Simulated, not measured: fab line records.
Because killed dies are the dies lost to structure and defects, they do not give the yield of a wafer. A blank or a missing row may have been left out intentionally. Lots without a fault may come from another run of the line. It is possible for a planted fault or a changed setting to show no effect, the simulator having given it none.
Split-lot experiment + flow rit cmos + 23 wafers read across 5 lots, on a route 202 steps long

== ABOUT THE SPLIT ==
At RIT_CONTACT_DEVELOP_07 (develop time 120 s), the setting develop time s was moved away from the recipe's 120 s on 8 of the 23 wafers read, by -15.0% to +7.9%. The other wafers ran this setting at the recipe's value.

== FROM THE SPLIT TO THE READING: what the file shows between them, 4 steps ==
- RIT_CONTACT_CD_MEAS_08: target cd 1000 nm
- RIT_CONTACT_HARDBAKE_10: time 60 s
- RIT_CONTACT_ETCH_11: etches SiO2 in CHF3/CF4/Ar, stops on TiSi2, target depth 480 nm, time 320 s
- RIT_CONTACT_STRIP_12: strips in O2, time 180 s

== THE READING ==
At RIT_CONTACT_CD_MEAS_90: cd nm in nanometres, against a target cd of 1000 nm. On this fab line, fault-free wafers typically give 999.0 nm with a standard deviation of 2.1 nm.

| wafer  | tool, chamber at the split | develop time s as run, s | against the recipe | cd nm, nm | against lot-mates on the recipe |
|--------|----------------------------|--------------------------|--------------------|-----------|---------------------------------|
| L075.2 | litho track-04, 0          | 120                      | recipe             | 997.7     | -                               |
| L075.3 | litho track-04, 0          | 120                      | recipe             | 996.0     | -                               |
| L075.6 | litho track-04, 0          | 120                      | recipe             | 996.8     | -                               |
| L078.2 | litho track-01, 0          | 129.5                    | +7.9%              | 1010.1    | +8.6                            |
| L078.3 | litho track-01, 0          | 120                      | recipe             | 1002.2    | -                               |
| L078.4 | litho track-01, 0          | 129.5                    | +7.9%              | 1008.3    | +6.8                            |
| L078.5 | litho track-01, 0          | 120                      | recipe             | 1001.9    | -                               |
| L078.6 | litho track-01, 0          | 120                      | recipe             | 1000.5    | -                               |
| L079.1 | litho track-04, 0          | 120                      | recipe             | 1001.9    | -                               |
| L079.2 | litho track-04, 0          | 102                      | -15.0%             | 989.8     | -12.7                           |
| L079.3 | litho track-04, 0          | 120                      | recipe             | 1003.0    | -                               |
| L079.5 | litho track-04, 0          | 102                      | -15.0%             | 990.1     | -12.4                           |
| L079.6 | litho track-04, 0          | 102                      | -15.0%             | 991.0     | -11.5                           |
| L081.2 | litho track-04, 0          | 120                      | recipe             | 997.6     | -                               |
| L081.3 | litho track-04, 0          | 108.4                    | -9.7%              | 989.1     | -9.1                            |
| L081.4 | litho track-04, 0          | 108.4                    | -9.7%              | 989.4     | -8.8                            |
| L081.5 | litho track-04, 0          | 108.4                    | -9.7%              | 990.7     | -7.5                            |
| L081.6 | litho track-04, 0          | 120                      | recipe             | 998.8     | -                               |
| L082.2 | litho track-04, 0          | 120                      | recipe             | 996.3     | -                               |
| L082.3 | litho track-04, 0          | 120                      | recipe             | 999.4     | -                               |
| L082.4 | litho track-04, 0          | 120                      | recipe             | 997.4     | -                               |
| L082.5 | litho track-04, 0          | 120                      | recipe             | 999.2     | -                               |
| L082.6 | litho track-04, 0          | 120                      | recipe             | 997.1     | -                               |

THE FIT
A straight line over all 23 wafers: cd nm changes by +0.792 nm for each +1% of develop time s; r = +0.90; the points scatter about the line by 2.6 nm.
The same after taking each lot's own level away (the mean of its wafers on the recipe; 23 wafers): +0.853 nm for each +1%; r = +0.99; scatter 0.93 nm.
Per that fit: largest develop time s move, reading shift of 13 nm.
Across the lots, their own levels run from 996.83 to 1002.45 nm, a range of 2.7 times the standard deviation given above.
The two slopes are in agreement: the lot-to-lot level therefore moves the slope only a little.
Check: with one of the wafers moved furthest among these (-15.0%) left out of the fit, the line predicts -12.7 nm for it against its lot-mates. It came out at -12.7 nm against them.

== THESE WAFERS: OTHER SPLITS ==
Note: prior to the reading, these wafers also went through further splits. Each is held against what the fit with the lots' levels taken away leaves over:
| other split on the same wafers | wafers away from the commonest value | r with cd nm (lot level and that fit taken away) |
|--------------------------------|--------------------------------------|--------------------------------------------------|
| RIT_CONTACT_CVD_00 time s      | 11                                   | +0.33                                            |

== THE WHOLE CHAIN: every reading that the file lists as answering this split, in the file's order ==
| step                   | what it does                                                                | reading                                                        | change (the file's fit)               | r (the file's) |
|------------------------|-----------------------------------------------------------------------------|----------------------------------------------------------------|---------------------------------------|----------------|
| RIT_CONTACT_CD_MEAS_08 | target cd 1000 nm                                                           | cd nm                                                          | +0.85 nm for each +1% of the setting  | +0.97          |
| RIT_CONTACT_ETCH_11    | etches SiO2 in CHF3/CF4/Ar, stops on TiSi2, target depth 480 nm, time 320 s | CONTACT.cd nm (the simulator's own value, which no gauge read) | +0.863 nm for each +1% of the setting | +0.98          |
| RIT_CONTACT_CD_MEAS_90 | target cd 1000 nm                                                           | cd nm                                                          | +0.852 nm for each +1% of the setting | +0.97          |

== THE FILE'S OWN FIT ==
cd nm changes by +0.852 nm for each +1% of develop time s, r = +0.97.
